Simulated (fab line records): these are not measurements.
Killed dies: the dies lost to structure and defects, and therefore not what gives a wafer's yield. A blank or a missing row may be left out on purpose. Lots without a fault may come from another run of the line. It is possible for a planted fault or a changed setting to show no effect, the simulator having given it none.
fab line records -- flow berkeley-cmos170 -- part 2 of 2: steps 31 to 40 of 40
record: lots: 5, wafers: 15, last-day: 11
route steps=331 shown BACKSIDE@203 SDANNEAL@204 PSD@206 NSD@207 PLDD@208 NLDD@209 SILICIDE@210 CONTACT@216 M1@238
lots that met no fault: from a run of the same line without faults
start-h: hours from the record's opening day to when the first of the lot's shown wafers began -- wait-h: hours since the lot's step before -- " identical to the entry in the row above -- L1.1+2: a row that stands for several wafers -- - no value, or no start was given -- * or withheld: withheld -- < > ~ a bound
route shown NAME@n: a module of which the file shows steps, and the number in the route of the first -- usual: mean and standard deviation over wafers with no fault -- same: alike in all rows -- chamber/n: place in a boat -- sites: the reading at each site -- _std_site: standard deviation across them -- _edge_site: mean of outer sites minus mean of inner sites -- radius-mm: how far each site lies from the wafer's centre -- mask NAME#n: copy n -- behind: the last tool/chamber to shape the wafer -- hold: why the lot was held/for how many hours/how that ended -- device: the transistor (n, p or np) that didn't switch -- end of line: tests of these same wafers at the route's end -- a step without rows: its recipe alone -- killed: count of dies lost to structure and defects at first sort (not the wafer's yield) -- map: per-die view of a wafer (x killed, . not killed, _ where there is no die)
set.NAME: the run value of the setting; set.NAME@STEP: its run value at that earlier step -- model.NAME: the simulator's own value behind a step, which no gauge read
lots at some steps of the route; a table a step, a row a wafer
services: the hour from which a tool's chamber was out of use, counted from the record's first day as start-h (under 0 if before that day), plus the number of hours and why
== steps ==
step: UCB170_CONTACT_ETCH_17
recipe: chemistry: N2/H2, target-depth-a: withheld, overetch-a: withheld, target: BARC, time-s: withheld, source-w: 500, bias-w: 100, pressure-mtorr: 30, n2-flow-sccm: 100, h2-flow-sccm: 200
usual: drypump-motor-current-A: 5.7/0.39, oes-product-au: 0.999/0.025, throttle-valve-pct: 13.31/0.18
lot.wafer,tool,chamber,start-h,wait-h,drypump-motor-current-A,oes-product-au,throttle-valve-pct
L074.2,rie-diel-01,1,139.66,0.0,5.7,0.994,13.11
L074.3,rie-diel-01,0,139.66,0.0,5.2,1.011,12.95
L074.6,rie-diel-01,1,139.66,0.0,5.7,0.992,13.09
L086.1,rie-diel-01,1,211.48,0.0,5.7,0.983,13.11
L086.4,rie-diel-01,3,211.48,0.0,5.8,1.023,13.25
L086.5,rie-diel-01,3,211.48,0.0,5.8,1.035,13.22
L093.1,rie-diel-02,1,249.19,0.0,5.0,0.961,13.47
L093.2,rie-diel-02,3,249.19,0.0,5.3,0.982,13.35
L093.3,rie-diel-02,0,249.19,0.0,5.5,1.023,13.37
L094.1,rie-diel-03,2,249.34,0.0,6.3,0.985,13.62
L094.3,rie-diel-03,1,249.34,0.0,5.5,1.023,13.52
L094.6,rie-diel-03,2,249.34,0.0,6.3,1.005,13.63
L095.2,rie-diel-02,1,255.38,0.0,5.1,0.970,13.48
L095.4,rie-diel-02,3,255.38,0.0,5.3,0.976,13.35
L095.5,rie-diel-02,3,255.38,0.0,5.3,0.978,13.34
step: UCB170_CONTACT_ETCH_18
recipe: chemistry: CHF3/CF4/Ar, target: PSG, stop-on: TiSi2, CHF3_flow_sccm: 45, cf4-flow-sccm: 15, Ar_flow_sccm: 150, pressure-mtorr: 200, rf-w: 700, target-depth-a: 8400, over-etch-frac: 0.2, time-s: 195
usual: drypump-motor-current-A: 5.7/0.4, oes-product-au: 0.900/0.018, throttle-valve-pct: 6.94/0.13
same: over-etch-frac: 0.2
lot.wafer,tool,chamber,start-h,wait-h,drypump-motor-current-A,oes-product-au,rf-hours-counter-h,throttle-valve-pct
L074.2,rie-diel-01,1,-,-,5.7,0.886,1,6.75
L074.3,rie-diel-01,0,-,-,5.2,0.904,154,6.70
L074.6,rie-diel-01,1,-,-,5.7,0.874,-,6.76
L086.1,rie-diel-01,1,-,-,5.7,0.901,5,6.76
L086.4,rie-diel-01,3,-,-,5.7,0.926,54,6.95
L086.5,rie-diel-01,3,-,-,5.8,0.919,-,6.95
L093.1,rie-diel-02,1,-,-,5.0,0.877,79,7.05
L093.2,rie-diel-02,3,-,-,5.2,0.879,37,6.99
L093.3,rie-diel-02,0,-,-,5.4,0.905,12,6.89
L094.1,rie-diel-03,2,-,-,6.2,0.923,137,7.11
L094.3,rie-diel-03,1,-,-,5.5,0.921,50,7.08
L094.6,rie-diel-03,2,-,-,6.3,0.925,-,7.12
L095.2,rie-diel-02,1,-,-,5.1,0.890,79,7.06
L095.4,rie-diel-02,3,-,-,5.3,0.889,37,7.02
L095.5,rie-diel-02,3,-,-,5.3,0.891,-,7.01
step: UCB170_CONTACT_STRIP_19
recipe: chemistry: O2, power-w: 400, pressure-mtorr: 3500, platen-temp-c: withheld, o2-flow-sccm: 400, overash-fraction: 0.5
usual: drypump-motor-current-A: 5.9/0.33, oes-product-au: 0.725/0.005
lot.wafer,tool,chamber,start-h,wait-h,drypump-motor-current-A,oes-product-au,rf-hours-counter-h
L074.2,plasma-asher-03,1,139.83,-,6.3,0.726,44
L074.3,plasma-asher-03,0,139.83,-,5.7,0.722,-
L074.6,plasma-asher-03,0,139.83,-,5.6,0.728,-
L086.1,plasma-asher-01,0,211.65,-,5.5,0.724,47
L086.4,plasma-asher-01,1,211.65,-,6.3,0.728,-
L086.5,plasma-asher-01,0,211.65,-,5.5,0.729,-
L093.1,plasma-asher-03,1,249.36,-,6.3,0.726,58
L093.2,plasma-asher-03,0,249.36,-,5.6,0.725,58
L093.3,plasma-asher-03,0,249.36,-,5.6,0.726,-
L094.1,plasma-asher-02,1,249.51,-,5.8,0.726,15
L094.3,plasma-asher-02,1,249.51,-,5.8,0.713,-
L094.6,plasma-asher-02,0,249.51,-,5.8,0.722,-
L095.2,plasma-asher-02,0,255.55,-,5.8,0.726,16
L095.4,plasma-asher-02,1,255.55,-,5.8,0.728,-
L095.5,plasma-asher-02,0,255.55,-,5.8,0.715,-
step: UCB170_CONTACT_CD_MEAS_90
recipe: target-cd-nm: 700
usual: cd-nm: 699.9/1.4
lot.wafer,tool,chamber,start-h,wait-h,cd-nm
L074.2,cd-sem-02,-,139.95,0.1,698.9
L074.3,cd-sem-02,-,139.95,0.1,699.4
L074.6,cd-sem-02,-,139.95,0.1,697.8
L086.1,cd-sem-02,-,211.75,0.1,700.4
L086.4,cd-sem-02,-,211.75,0.1,701.0
L086.5,cd-sem-02,-,211.75,0.1,701.6
L093.1,cd-sem-02,-,249.46,0.1,700.8
L093.2,cd-sem-02,-,249.46,0.1,700.3
L093.3,cd-sem-02,-,249.46,0.1,701.8
L094.1,cd-sem-01,-,249.61,0.1,700.1
L094.3,cd-sem-01,-,249.61,0.1,699.8
L094.6,cd-sem-01,-,249.61,0.1,700.6
L095.2,cd-sem-01,-,255.76,0.2,699.7
L095.4,cd-sem-01,-,255.76,0.2,699.9
L095.5,cd-sem-01,-,255.76,0.2,699.0
step: UCB170_CONTACT_CLEAN_20
recipe: chemistry: SPM, temp-c: 120, time-s: 600
lot.wafer,tool,chamber,start-h,wait-h
L074.2+3+6,wet-bench-02,3,140.06,0.1
L086.1+4+5,wet-bench-02,3,211.87,0.1
L093.1+2+3,wet-bench-02,2,249.58,0.1
L094.1+3+6,wet-bench-01,1,249.73,0.1
L095.2+4+5,wet-bench-01,3,255.86,0.1
step: UCB170_M1_SPUTTER_00
recipe: material: Al, target-thk-nm: 600, time-s: 80, power-w: 6000, chamber-pressure-pa: 0.5
usual: throttle-valve-pct: 30.1/0.97
lot.wafer,tool,chamber,start-h,wait-h,throttle-valve-pct
L074.2,pvd-sputter-04,-,140.24,0.0,30.5
L074.3,pvd-sputter-04,-,140.24,0.0,28.9
L074.6,pvd-sputter-04,-,140.24,0.0,29.6
L086.1,pvd-sputter-01,-,212.04,0.0,28.9
L086.4,pvd-sputter-01,-,212.04,0.0,29.4
L086.5,pvd-sputter-01,-,212.04,0.0,30.6
L093.1,pvd-sputter-01,-,249.79,0.0,28.7
L093.2,pvd-sputter-01,-,249.79,0.0,31.0
L093.3,pvd-sputter-01,-,249.79,0.0,29.3
L094.1,pvd-sputter-04,-,249.92,0.0,29.7
L094.3,pvd-sputter-04,-,249.92,0.0,29.9
L094.6,pvd-sputter-04,-,249.92,0.0,28.8
L095.2,pvd-sputter-01,-,256.05,0.0,30.6
L095.4,pvd-sputter-01,-,256.05,0.0,29.6
L095.5,pvd-sputter-01,-,256.05,0.0,30.6
step: UCB170_M1_RS_MEAS_01
recipe: thk-meas-gauge: four-point-probe, reads: Al_of_M1_SPUTTER_00
usual: M1_AL_RS: 0.0487/0.00058
lot.wafer,tool,chamber,start-h,wait-h,M1_AL_RS[ohm/sq]
L074.2,film-metro-04,-,140.32,0.1,0.0481
L074.3,film-metro-04,-,140.32,0.1,0.0490
L074.6,film-metro-04,-,140.32,0.1,0.0491
L086.1,film-metro-01,-,212.10,0.0,0.0478
L086.4,film-metro-01,-,212.10,0.0,0.0482
L086.5,film-metro-01,-,212.10,0.0,0.0484
L093.1,film-metro-04,-,249.85,0.0,0.0491
L093.2,film-metro-04,-,249.85,0.0,0.0496
L093.3,film-metro-04,-,249.85,0.0,0.0500
L094.1,film-metro-01,-,249.98,0.0,0.0490
L094.3,film-metro-01,-,249.98,0.0,0.0487
L094.6,film-metro-01,-,249.98,0.0,0.0487
L095.2,film-metro-02,-,256.13,0.1,0.0492
L095.4,film-metro-02,-,256.13,0.1,0.0489
L095.5,film-metro-02,-,256.13,0.1,0.0492
step: UCB170_M1_THK_MEAS_02
recipe: thk-meas-gauge: xrf, reads: Al_of_M1_SPUTTER_00
usual: M1_AL_THK: 602/8.4
lot.wafer,tool,chamber,start-h,wait-h,M1_AL_THK[nm]
L074.2,film-metro-04,-,140.43,0.1,609
L074.3,film-metro-04,-,140.43,0.1,599
L074.6,film-metro-04,-,140.43,0.1,596
L086.1,film-metro-01,-,212.22,0.1,615
L086.4,film-metro-01,-,212.22,0.1,612
L086.5,film-metro-01,-,212.22,0.1,606
L093.1,film-metro-04,-,249.97,0.1,594
L093.2,film-metro-04,-,249.97,0.1,583
L093.3,film-metro-04,-,249.97,0.1,586
L094.1,film-metro-01,-,250.10,0.1,594
L094.3,film-metro-01,-,250.10,0.1,599
L094.6,film-metro-01,-,250.10,0.1,598
L095.2,film-metro-02,-,256.24,0.1,591
L095.4,film-metro-02,-,256.24,0.1,595
L095.5,film-metro-02,-,256.24,0.1,592
step: UCB170_M1_COAT_03
recipe: resist: BARC, temp-c: withheld, time-s: withheld, spin-rpm: 3000, resist-thk-nm: withheld
lot.wafer,tool,chamber,start-h,wait-h
L074.2+3+6,litho-track-01,0,140.50,0.1
L086.1+4+5,litho-track-04,0,212.60,0.4
L093.1+2+3,litho-track-04,0,250.03,0.1
L094.1+3+6,litho-track-01,0,250.16,0.1
L095.2+4+5,litho-track-01,0,256.39,0.1
step: UCB170_M1_COAT_04
recipe: resist: KrF, spin-rpm: 1500, resist-thk-nm: 900
lot.wafer,tool,chamber,start-h,wait-h
L074.2+3+6,litho-track-01,0,-,-
L086.1+4+5,litho-track-04,0,-,-
L093.1+2+3,litho-track-04,0,-,-
L094.1+3+6,litho-track-01,0,-,-
L095.2+4+5,litho-track-01,0,-,-
== services ==
tool,chamber,start-h,hours,kind
rie-diel-03,0,117.39,2.0,repair
rie-diel-03,1,118.55,6.8,repair
krf-scanner-01,-,121.46,1.3,pm
rie-diel-02,-,123.65,28.1,pm
rie-diel-01,0,142.40,44.4,repair
rie-diel-01,-,152.03,4.4,repair
rie-diel-01,-,156.83,0.5,repair
krf-scanner-02,-,160.50,0.8,pm
krf-scanner-02,-,162.22,7.2,pm
rtp-anneal-01,-,162.81,1.1,pm
rtp-anneal-02,-,169.73,7.2,pm
krf-scanner-01,-,171.72,1.0,pm
pvd-sputter-02,-,177.68,5.1,repair
rie-diel-02,1,184.06,2.1,repair
rie-diel-03,-,185.31,2.1,repair
pvd-sputter-02,-,199.21,0.7,repair
krf-scanner-02,-,205.99,11.6,pm
rtp-anneal-01,-,209.44,3.4,pm
rie-diel-03,2,215.00,13.8,repair
plasma-asher-02,-,217.50,15.6,pm
krf-scanner-02,-,225.71,1.0,pm
krf-scanner-01,-,249.97,4.0,pm
pvd-sputter-04,-,252.26,1.8,repair
krf-scanner-01,-,255.02,0.8,pm
